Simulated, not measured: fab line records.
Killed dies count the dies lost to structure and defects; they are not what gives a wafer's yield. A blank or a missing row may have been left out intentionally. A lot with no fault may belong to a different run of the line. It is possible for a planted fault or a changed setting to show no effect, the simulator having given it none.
fab line records | flow ritCmos
[record] lots = 6 | wafers = 18 | lastDay = 7
route steps=202 shown PRETRO@69 GATE@75 FOX2@80 M1@202
lots that met no fault: from a run of the same line without faults
startH: hours from the record's first day to the start of the lot's first wafer shown | waitH: hours since the lot's step before | " the same as in the row above | L1.1+2: several wafers, shown together as one row | - no value, or no start given | * or withheld: withheld | < > ~ a bound
route shown NAME@n: a module of which the file shows steps, and the number in the route of the first | usual: the fault-free wafers' mean and standard deviation | same: alike in all rows | chamber/n: place in a boat | sites: the reading at each site | _std_site: the standard deviation of these | _edge_site: mean of outer sites minus mean of inner sites | radiusMm: for every site, how far away it sits from the centre of the wafer | mask NAME#n: copy n | behind: the most recent tool/chamber to have shaped the wafer | hold: why the lot was held/for how many hours/how that ended | device: names the non-switching transistor (n, p or np) | end of line: the same wafers' tests at the end of the route | a step without rows: its recipe alone | killed: not the wafer's yield, but the dies lost to structure and defects at the first sort | map: shows each die of a wafer: x if killed, . if not, _ if none is there
set.NAME: the run value of the setting; set.NAME@STEP: its run value at that earlier step | model.NAME: the simulator's own value behind a step, which no gauge read
lots at some steps of the route; a table a step, a row a wafer
services: a tool's chamber out of use, with start hour (startH, from the record's first day; less than 0 if before it), hours out, and reason
[[steps]]
[step RIT_PRETRO_DEVELOP_05]
[recipe] resist = NOVOLAK | developTimeS = 68 | devTempC = 23
[step RIT_PRETRO_OVL_MEAS_06]
[usual] PRETRO_OVL = 0.5/1.5
lot.wafer | tool       | chamber | startH | waitH | PRETRO_OVL[nm]
L524.1    | overlay-01 | -       | 44.78  | -     | 0.6
L524.3    | "          | -       | "      | "     | 0.5
L524.4    | "          | -       | "      | "     | 1.9
L533.1    | overlay-02 | -       | 91.91  | -     | -0.8
L533.2    | "          | -       | "      | "     | 1.1
L533.6    | "          | -       | "      | "     | 1.5
L539.1    | overlay-01 | -       | 117.97 | -     | -1.6
L539.3    | "          | -       | "      | "     | -0.5
L539.5    | "          | -       | "      | "     | 0.0
L540.1    | overlay-01 | -       | 122.76 | -     | 3.2
L540.3    | "          | -       | "      | "     | -0.6
L540.4    | "          | -       | "      | "     | -0.2
L543.1    | overlay-01 | -       | 137.14 | -     | 0.8
L543.5    | "          | -       | "      | "     | 1.2
L543.6    | "          | -       | "      | "     | 1.4
L545.2    | overlay-01 | -       | 147.99 | -     | -0.3
L545.3    | "          | -       | "      | "     | -2.0
L545.5    | "          | -       | "      | "     | -1.7
[step RIT_PRETRO_HARDBAKE_07]
[recipe] resist = NOVOLAK | tempC = 140 | timeS = 120
[step RIT_PRETRO_IMPLANT_08]
[recipe] species = B | energyKev = 45 | doseCm2 = 1.2e+13 | tiltDeg = 7.341
[step RIT_PRETRO_STRIP_09]
[recipe] chemistry = O2 | timeS = 180 | resist = NOVOLAK | platenTempC = withheld | powerW = 500 | pressureMtorr = 4000 | o2FlowSccm = 4000
[usual] drypumpMotorCurrentA = 5.5/0.41
lot.wafer | tool           | chamber | startH | waitH | drypumpMotorCurrentA | rfHoursCounterH
L524.1    | plasmaAsher-01 | 1       | 45.38  | 0.1   | 5.4                  | 39
L524.3    | "              | 1       | "      | "     | 5.4                  | -
L524.4    | "              | 0       | "      | "     | 4.9                  | -
L533.1    | plasmaAsher-02 | 0       | 92.35  | 0.1   | 5.3                  | 43
L533.2    | "              | 1       | "      | "     | 6.1                  | 43
L533.6    | "              | 0       | "      | "     | 5.3                  | -
L539.1    | plasmaAsher-01 | 1       | 118.40 | 0.1   | 5.4                  | 47
L539.3    | "              | 1       | "      | "     | 5.4                  | -
L539.5    | "              | 0       | "      | "     | 4.9                  | -
L540.1    | plasmaAsher-01 | 0       | 123.20 | 0.1   | 4.9                  | 48
L540.3    | "              | 1       | "      | "     | 5.4                  | -
L540.4    | "              | 0       | "      | "     | 4.9                  | -
L543.1    | plasmaAsher-02 | 1       | 137.58 | 0.1   | 6.1                  | 2
L543.5    | "              | 0       | "      | "     | 5.3                  | -
L543.6    | "              | 1       | "      | "     | 6.1                  | -
L545.2    | plasmaAsher-03 | 0       | 148.42 | 0.1   | 5.5                  | 50
L545.3    | "              | 0       | "      | "     | 5.5                  | -
L545.5    | "              | 1       | "      | "     | 6.0                  | -
[step RIT_PRETRO_TW_MEAS_10]
[usual] PRETRO_TW = 480.5/2.3
lot.wafer | tool         | chamber | startH | waitH | PRETRO_TW
L524.1    | filmMetro-03 | -       | 45.55  | 0.1   | 479.7
L524.3    | "            | -       | "      | "     | 481.4
L524.4    | "            | -       | "      | "     | 481.6
L533.1    | filmMetro-01 | -       | 92.52  | 0.1   | 480.6
L533.2    | "            | -       | "      | "     | 479.8
L533.6    | "            | -       | "      | "     | 477.1
L539.1    | filmMetro-01 | -       | 118.58 | 0.1   | 481.9
L539.3    | "            | -       | "      | "     | 478.4
L539.5    | "            | -       | "      | "     | 482.7
L540.1    | filmMetro-04 | -       | 123.37 | 0.1   | 481.4
L540.3    | "            | -       | "      | "     | 479.0
L540.4    | "            | -       | "      | "     | 478.9
L543.1    | filmMetro-01 | -       | 137.75 | 0.1   | 477.1
L543.5    | "            | -       | "      | "     | 477.7
L543.6    | "            | -       | "      | "     | 477.2
L545.2    | filmMetro-01 | -       | 148.61 | 0.1   | 475.8
L545.3    | "            | -       | "      | "     | 473.4
L545.5    | "            | -       | "      | "     | 477.5
[step RIT_GATE_WET_ETCH_00]
[recipe] chemistry = BOE | target = SiO2 | targetDepthNm = 56 | timeS = 60 | dry = n2Spin | dilution = 10:1 | tempC = 21.5
[step RIT_GATE_CLEAN_01]
[recipe] chemistry = SC1 | mix = 3:3:50 | timeS = 600 | tempC = 75
[step RIT_GATE_CLEAN_02]
[recipe] chemistry = dHF | dilution = 50:1 | timeS = 30
[step RIT_GATE_CLEAN_03]
[recipe] chemistry = SC2 | mix = 3:3:50 | timeS = 600 | tempC = 75 | dry = n2Spin
[step RIT_GATE_CLEAN_04]
[recipe] chemistry = dHF | dilution = 50:1 | timeS = 60 | dry = n2Spin
[step RIT_FOX2_THK_MEAS_91]
[recipe] reads = SiO2_of_FOX2_OXIDATION_00
[usual] FIELD_OXIDE_LEFT_2_THK = 240/6.9
lot.wafer | tool         | chamber | startH | waitH | FIELD_OXIDE_LEFT_2_THK[nm]
L524.1    | filmMetro-04 | -       | 46.03  | 0.0   | 246
L524.3    | "            | -       | "      | "     | 241
L524.4    | "            | -       | "      | "     | 247
L533.1    | filmMetro-02 | -       | 93.03  | 0.0   | 226
L533.2    | "            | -       | "      | "     | 214
L533.6    | "            | -       | "      | "     | 228
L539.1    | filmMetro-01 | -       | 119.05 | 0.0   | 232
L539.3    | "            | -       | "      | "     | 231
L539.5    | "            | -       | "      | "     | 233
L540.1    | filmMetro-01 | -       | 123.87 | 0.0   | 233
L540.3    | "            | -       | "      | "     | 236
L540.4    | "            | -       | "      | "     | 244
L543.1    | filmMetro-01 | -       | 138.23 | 0.0   | 243
L543.5    | "            | -       | "      | "     | 242
L543.6    | "            | -       | "      | "     | 244
L545.2    | filmMetro-04 | -       | 149.12 | 0.0   | 241
L545.3    | "            | -       | "      | "     | 236
L545.5    | "            | -       | "      | "     | 241
[step RIT_GATE_OXIDATION_05]
[recipe] tempC = 900 | ambient = O2 | targetThkA = 30 | oxTimeS = 270
[usual] oxTempC = 900.0/0.42 | zonePowerCentrePct = 41.9/2.3 | zonePowerLoadPct = 26.9/0.6
lot.wafer | tool       | chamber | startH | waitH | oxTempC | zonePowerCentrePct | zonePowerLoadPct | model.SiO2_of_GATE_OXIDATION_05.thkNm
L524.1    | furnace-03 | 0       | 47.08  | 1.0   | 898.9   | 38.9               | 26.7             | 3.035
L524.3    | "          | 0       | "      | "     | 899.4   | 39.3               | 27.2             | 2.988
L524.4    | "          | 0       | "      | "     | 899.4   | 39.0               | 27.0             | 3.027
L533.1    | furnace-04 | 0       | 94.19  | 1.1   | 900.1   | 43.8               | 27.5             | 2.871
L533.2    | "          | 0       | "      | "     | 900.3   | 44.9               | 27.4             | 2.839
L533.6    | "          | 0       | "      | "     | 900.0   | 44.6               | 27.0             | 2.915
L539.1    | furnace-03 | 0       | 119.32 | 0.3   | 900.2   | 39.2               | 27.3             | 3.328
L539.3    | "          | 0       | "      | "     | 900.0   | 38.5               | 27.5             | 3.344
L539.5    | "          | 0       | "      | "     | 900.1   | 39.6               | 27.1             | 3.284
L540.1    | furnace-03 | 0       | 125.73 | 1.9   | 900.3   | 39.7               | 27.3             | 3.272
L540.3    | "          | 0       | "      | "     | 899.7   | 39.3               | 27.3             | 3.277
L540.4    | "          | 0       | "      | "     | 900.2   | 38.7               | 27.1             | 3.284
L543.1    | furnace-04 | 0       | 138.29 | 0.1   | 900.4   | 44.1               | 27.1             | 2.973
L543.5    | "          | 0       | "      | "     | 900.4   | 44.3               | 27.4             | 2.993
L543.6    | "          | 0       | "      | "     | 900.4   | 44.8               | 27.4             | 2.999
L545.2    | furnace-01 | 0       | 150.20 | 1.1   | 900.0   | 42.2               | 26.2             | 2.932
L545.3    | "          | 0       | "      | "     | 900.1   | 41.4               | 25.7             | 3.024
L545.5    | "          | 0       | "      | "     | 899.3   | 41.7               | 26.4             | 2.991
[step RIT_GATE_ANNEAL_06]
[recipe] tempC = 900 | timeS = 600 | ambient = N2O
[step RIT_GATE_THK_MEAS_07]
[recipe] reads = SiO2_of_GATE_OXIDATION_05
[usual] GATE_OXIDE_THK = 2.98/0.065
lot.wafer | tool         | chamber | startH | waitH | GATE_OXIDE_THK[nm]
L524.1    | filmMetro-02 | -       | 48.70  | 0.0   | 3.08
L524.3    | "            | -       | "      | "     | 3.01
L524.4    | "            | -       | "      | "     | 2.99
L533.1    | filmMetro-02 | -       | 99.35  | 0.0   | 2.86
L533.2    | "            | -       | "      | "     | 2.81
L533.6    | "            | -       | "      | "     | 2.94
L539.1    | filmMetro-02 | -       | 120.65 | 0.0   | 3.31
L539.3    | "            | -       | "      | "     | 3.36
L539.5    | "            | -       | "      | "     | 3.25
L540.1    | filmMetro-01 | -       | 128.99 | 0.0   | 3.26
L540.3    | "            | -       | "      | "     | 3.27
L540.4    | "            | -       | "      | "     | 3.30
L543.1    | filmMetro-01 | -       | 140.11 | 0.0   | 2.91
L543.5    | "            | -       | "      | "     | 3.04
L543.6    | "            | -       | "      | "     | 3.01
L545.2    | filmMetro-02 | -       | 153.46 | 0.0   | 2.94
L545.3    | "            | -       | "      | "     | 2.99
L545.5    | "            | -       | "      | "     | 3.03
[step RIT_GATE_CVD_08]
[recipe] material = poly-Si | targetThkNm = 250 | tempC = 610 | precursor = SiH4 | timeS = 2220 | pressureMtorr = 300 | sih4FlowSccm = 100
[step RIT_M1_PROBE_99]
[usual] killedAtContacts = 0.1/0.27 | killedAtFrontEnd = 7/3.3 | killedDies = 7/3.3 | killedOnRim = 2.0/1.5 | killedOpen = 3.5/2 | killedShort = 3.8/2.2
[same] grossDies = 264 | killed_at_M0_to_M3 = 0 | killed_at_M4_up = 0 | killedAtBackSide = 0 | killedAtOther = 0
lot.wafer | tool      | chamber | startH | waitH | killedAtContacts | killedAtFrontEnd | killedDies | killedOnRim | killedOpen | killedShort | model.etest.pmos_0p3.rOnOhmUm | model.etest.pmosTurned.rOnOhmUm | model.etest.pmos_0p15.rOnOhmUm | model.etest.nmos_0p3.rOnOhmUm | model.etest.nmos_0p15.rOnOhmUm | model.etest.nmos_0p15.driveUaUm | model.etest.nmosNarrow.driveUaUm | model.etest.nmos_0p3.driveUaUm
L524.1    | prober-02 | -       | 75.54  | 0.1   | 0                | 5                | 5          | 2           | 3          | 2           | 6248                          | 3289                            | 2701                           | 2172                          | 1145                           | 473.2                           | 230.1                            | 227.6
L524.3    | prober-02 | -       | 75.64  | 0.2   | 0                | 8                | 8          | 2           | 3          | 5           | 6153                          | 3223                            | 2613                           | 2114                          | 1078                           | 485.4                           | 231.1                            | 229.5
L524.4    | prober-02 | -       | 75.69  | 0.2   | 0                | 5                | 5          | 4           | 1          | 4           | 6171                          | 3324                            | 2657                           | 2166                          | 1134                           | 481.5                           | 230.4                            | 225.7
L533.1    | prober-01 | -       | 123.00 | 0.1   | 0                | 9                | 9          | 3           | 4          | 5           | 6050                          | 3282                            | 2645                           | 2057                          | 1064                           | 507.9                           | 249.2                            | 243.3
L533.2    | prober-01 | -       | 123.05 | 0.1   | 1                | 5                | 6          | 0           | 3          | 3           | 5967                          | 3228                            | 2599                           | 2018                          | 1044                           | 520                             | 257.4                            | 248.5
L533.6    | prober-01 | -       | 123.25 | 0.2   | 0                | 7                | 7          | 3           | 2          | 5           | 6124                          | 3309                            | 2677                           | 2068                          | 1067                           | 501.1                           | 248                              | 239.7
L539.1    | prober-01 | -       | 145.04 | 0.1   | 0                | 13               | 13         | 4           | 5          | 8           | 6699                          | 3486                            | 2860                           | 2306                          | 1195                           | 418.6                           | 202.8                            | 197.2
L539.3    | prober-01 | -       | 145.14 | 0.2   | 0                | 6                | 6          | 3           | 4          | 2           | 6871                          | 3546                            | 2913                           | 2328                          | 1190                           | 414                             | 204.8                            | 197.7
L539.5    | prober-01 | -       | 145.24 | 0.2   | 0                | 1                | 1          | 0           | 1          | 0           | 6628                          | 3465                            | 2812                           | 2272                          | 1163                           | 432.3                           | 209.4                            | 202.1
L540.1    | prober-02 | -       | 151.96 | 0.1   | 0                | 10               | 10         | 2           | 4          | 6           | 6573                          | 3534                            | 2837                           | 2238                          | 1130                           | 433.3                           | 207.2                            | 199.8
L540.3    | prober-02 | -       | 152.06 | 0.2   | 0                | 8                | 8          | 2           | 2          | 6           | 6623                          | 3525                            | 2836                           | 2249                          | 1123                           | 434.8                           | 206                              | 198.8
L540.4    | prober-02 | -       | 152.11 | 0.2   | 0                | 7                | 7          | 2           | 6          | 1           | 6772                          | 3624                            | 2900                           | 2296                          | 1142                           | 430.6                           | 203.5                            | 198.6
L543.1    | prober-01 | -       | 164.17 | 0.1   | 0                | 7                | 7          | 1           | 2          | 5           | 6160                          | 3324                            | 2700                           | 2115                          | 1105                           | 473.7                           | 233.2                            | 231.7
L543.5    | prober-01 | -       | 164.37 | 0.2   | 0                | 10               | 10         | 2           | 4          | 6           | 6252                          | 3366                            | 2740                           | 2113                          | 1117                           | 475.2                           | 234.8                            | 230.1
L543.6    | prober-01 | -       | 164.42 | 0.2   | 0                | 9                | 9          | 2           | 4          | 5           | 6231                          | 3436                            | 2757                           | 2119                          | 1110                           | 461.9                           | 229.2                            | 227.1
L545.2    | prober-01 | -       | 178.77 | 0.1   | 0                | 6                | 6          | 1           | 4          | 2           | 6171                          | 3338                            | 2722                           | 2092                          | 1070                           | 480.1                           | 236.9                            | 228.8
L545.3    | prober-01 | -       | 178.82 | 0.2   | 0                | 4                | 4          | 2           | 2          | 2           | 6214                          | 3314                            | 2722                           | 2136                          | 1076                           | 472.3                           | 228.3                            | 222.2
L545.5    | prober-01 | -       | 178.92 | 0.2   | 0                | 8                | 8          | 3           | 3          | 5           | 6270                          | 3467                            | 2802                           | 2128                          | 1087                           | 460.7                           | 228.2                            | 224.6
// killed by level:class
L524.1 GATE:geometricParticle:short=2 GATE:geometricParticle:open=1 REOX:geometricParticle:open=1 SPACER:geometricParticle:open=1
L524.3 GATE:geometricParticle:short=3 GATE:geometricParticle:open=1 REOX:geometricParticle:open=1 REOX:geometricParticle:short=1 SILICIDE:geometricParticle:open=1 SILICIDE:geometricParticle:short=1
L524.4 FOX1:geometricParticle:short=2 GATE:geometricParticle:short=1 REOX:geometricParticle:open=1 SPACER:geometricParticle:short=1
L533.1 SILICIDE:geometricParticle:short=4 FOX1:geometricParticle:open=2 GATE:geometricParticle:open=1 SPACER:geometricParticle:short=1 SILICIDE:geometricParticle:open=1
L533.2 GATE:geometricParticle:short=2 FOX1:geometricParticle:open=1 SPACER:geometricParticle:open=1 SILICIDE:geometricParticle:short=1 CONTACT:geometricParticle:open=1
L533.6 FOX1:geometricParticle:short=2 FOX1:geometricParticle:open=1 FOX2:geometricParticle:short=1 REOX:geometricParticle:short=1 SILICIDE:geometricParticle:open=1 SILICIDE:geometricParticle:short=1
L539.1 FOX1:geometricParticle:open=3 FOX1:geometricParticle:short=3 GATE:geometricParticle:short=2 SILICIDE:geometricParticle:short=2 FOX2:geometricParticle:open=1 REOX:geometricParticle:short=1 SPACER:geometricParticle:open=1
L539.3 FOX1:geometricParticle:open=3 FOX1:geometricParticle:short=1 SPACER:geometricParticle:open=1 SILICIDE:geometricParticle:short=1
L539.5 FOX1:geometricParticle:open=1
L540.1 FOX1:geometricParticle:short=2 SPACER:geometricParticle:short=2 FOX1:geometricParticle:open=1 FOX2:geometricParticle:open=1 GATE:geometricParticle:short=1 REOX:geometricParticle:short=1 REOX:geometricParticle:open=1 SPACER:geometricParticle:open=1
L540.3 GATE:geometricParticle:short=2 REOX:geometricParticle:short=2 FOX1:geometricParticle:open=1 FOX2:geometricParticle:short=1 GATE:geometricParticle:open=1 SILICIDE:geometricParticle:short=1
L540.4 FOX1:geometricParticle:open=2 GATE:geometricParticle:open=2 FOX2:geometricParticle:open=1 GATE:geometricParticle:short=1 SPACER:geometricParticle:open=1
L543.1 GATE:geometricParticle:short=3 GATE:geometricParticle:open=2 ACTIVE:geometricParticle:short=1 FOX1:geometricParticle:short=1
L543.5 REOX:geometricParticle:short=3 ACTIVE:geometricParticle:open=1 FOX1:geometricParticle:short=1 GATE:geometricParticle:short=1 REOX:geometricParticle:open=1 SPACER:geometricParticle:open=1 SILICIDE:geometricParticle:open=1 SILICIDE:geometricParticle:short=1
L543.6 GATE:geometricParticle:open=2 SPACER:geometricParticle:short=2 SPACER:geometricParticle:open=2 FOX1:geometricParticle:short=1 GATE:geometricParticle:short=1 REOX:geometricParticle:short=1
L545.2 FOX1:geometricParticle:short=1 FOX1:geometricParticle:open=1 FOX2:geometricParticle:open=1 GATE:geometricParticle:short=1 GATE:geometricParticle:open=1 REOX:geometricParticle:open=1
L545.3 GATE:geometricParticle:open=2 GATE:geometricParticle:short=1 SPACER:geometricParticle:short=1
L545.5 GATE:geometricParticle:short=4 FOX1:geometricParticle:short=1 FOX1:geometricParticle:open=1 GATE:geometricParticle:open=1 SPACER:geometricParticle:open=1
[[services]]
tool           | chamber | startH | hours | kind
furnace-04     | -       | 26.12  | 3.6   | pm
plasmaAsher-03 | -       | 45.49  | 2.8   | repair
furnace-03     | -       | 50.70  | 3.2   | pm
plasmaAsher-03 | -       | 78.11  | 4.9   | repair
plasmaAsher-02 | -       | 108.75 | 9.0   | pm
plasmaAsher-02 | 0       | 108.75 | 9.0   | ventCycle
plasmaAsher-02 | 1       | 108.75 | 9.0   | ventCycle
plasmaAsher-02 | 0       | 117.75 | -     | clean
plasmaAsher-02 | 1       | 117.75 | -     | clean
furnace-04     | -       | 148.98 | 3.5   | pm
[[key]]
[firstSign] step = RIT_GATE_THK_MEAS_07 | reading = GATE_OXIDE_THK | direction = up | sigmas = 4.8 | usual = 2.98 | struck = 3.29
effect none on later readings
[modelEffect] step = RIT_GATE_OXIDATION_05 | value = SiO2_of_GATE_OXIDATION_05.thkNm | without = 2.93 | struck = 3.298
[modelEffect] step = RIT_M1_PROBE_99 | value = etest.pmos_0p3.rOnOhmUm | without = 6027 | struck = 6694
metAt RIT_GATE_OXIDATION_05
struckWafers L539.1,L539.3,L539.5,L540.1,L540.3,L540.4
testerLeftOut L539,L540
onsetBetween 47.08 119.32
alsoFits RIT_PRETRO_STRIP_09:plasmaAsher-01
[fault] kind = processParameterDrift | tool = furnace-03 | chamber = - | onsetH = 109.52 | steps = RIT_GATE_OXIDATION_05 | channel = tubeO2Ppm | offset = 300 | shape = step | endH = 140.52
// testerLeftOut: of these lots the tester's yield and bins aren't shown, on N5 and GAA mostly nor the transistor test; their killed dies are dies lost to structure and defects alone, not to doping, threshold or leakage, so they don't give the yield
